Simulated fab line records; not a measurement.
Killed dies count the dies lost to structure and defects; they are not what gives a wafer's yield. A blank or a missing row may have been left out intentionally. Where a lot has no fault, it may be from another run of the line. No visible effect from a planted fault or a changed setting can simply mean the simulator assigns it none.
What tool caused it? || flow ritCmos || 6 lots with 18 wafers sampled at 2 steps, on a route of 202 steps

WHAT THE GAUGES READ, wafer by wafer
RIT_ACTIVE_THK_MEAS_04.
{"lot": "L925", "measured": "day 1 18:33", "on": "filmMetro-01", "ACTIVE_NITRIDE_THK (nm)": "151.7 152.6 151.0"}
{"lot": "L928", "measured": "day 2 09:32", "on": "filmMetro-04", "ACTIVE_NITRIDE_THK (nm)": "99.0 98.1 98.3"}
{"lot": "L935", "measured": "day 3 20:33", "on": "filmMetro-04", "ACTIVE_NITRIDE_THK (nm)": "153.2 152.1 153.6"}
{"lot": "L942", "measured": "day 5 08:16", "on": "filmMetro-01", "ACTIVE_NITRIDE_THK (nm)": "153.8 152.7 153.0"}
{"lot": "L944", "measured": "day 5 17:32", "on": "filmMetro-02", "ACTIVE_NITRIDE_THK (nm)": "150.0 150.7 150.2"}
{"lot": "L946", "measured": "day 6 03:34", "on": "filmMetro-02", "ACTIVE_NITRIDE_THK (nm)": "151.7 151.2 149.8"}

WHICH TOOL RAN EACH LOT (tool, then ch and the chambers of the sampled wafers, then the start)
{"lot": "L925", "RIT_ACTIVE_CVD_03": "lpcvd-02 ch 0, day 1 17:07"}
{"lot": "L928", "RIT_ACTIVE_CVD_03": "lpcvd-01 ch 0, day 2 08:07"}
{"lot": "L935", "RIT_ACTIVE_CVD_03": "lpcvd-02 ch 0, day 3 19:07"}
{"lot": "L942", "RIT_ACTIVE_CVD_03": "lpcvd-02 ch 0, day 5 06:07"}
{"lot": "L944", "RIT_ACTIVE_CVD_03": "lpcvd-01 ch 0, day 5 16:07"}
{"lot": "L946", "RIT_ACTIVE_CVD_03": "lpcvd-02 ch 1, day 6 02:07"}
- RIT_ACTIVE_CVD_03: deposits Si3N4 from SiH2Cl2/NH3, target thk 150 nm, time 1500 s.

THE ANSWER, worked out from the rows above alone
Rule: usual is defined by the lots themselves. Put in order of their means at a reading, lots are off if they are a third of the lots or fewer, leave a main group of 4 or more, and stand apart from it by a gap of 3 or more times the standard deviation of the main group's means; of several such gaps the widest counts. A main group is skipped when, at the precision printed for the reading in the tables above, its means are all equal. A lot without any number at a reading at which 4 lots or more have one is off too. The other lots that the step has rows for count as sound.
Off: at RIT_ACTIVE_THK_MEAS_04 (ACTIVE_NITRIDE_THK), L928. Main group: mean 151.8 nm, sd 1.1.
A tool fits if, at a process step before that reading, it ran every lot that is off, and no sound lot after the first of them. Those tools and the gauges at RIT_ACTIVE_THK_MEAS_04 are tried in the same way. No candidate that was tried fits.

WHAT THE SIMULATOR PUT IN
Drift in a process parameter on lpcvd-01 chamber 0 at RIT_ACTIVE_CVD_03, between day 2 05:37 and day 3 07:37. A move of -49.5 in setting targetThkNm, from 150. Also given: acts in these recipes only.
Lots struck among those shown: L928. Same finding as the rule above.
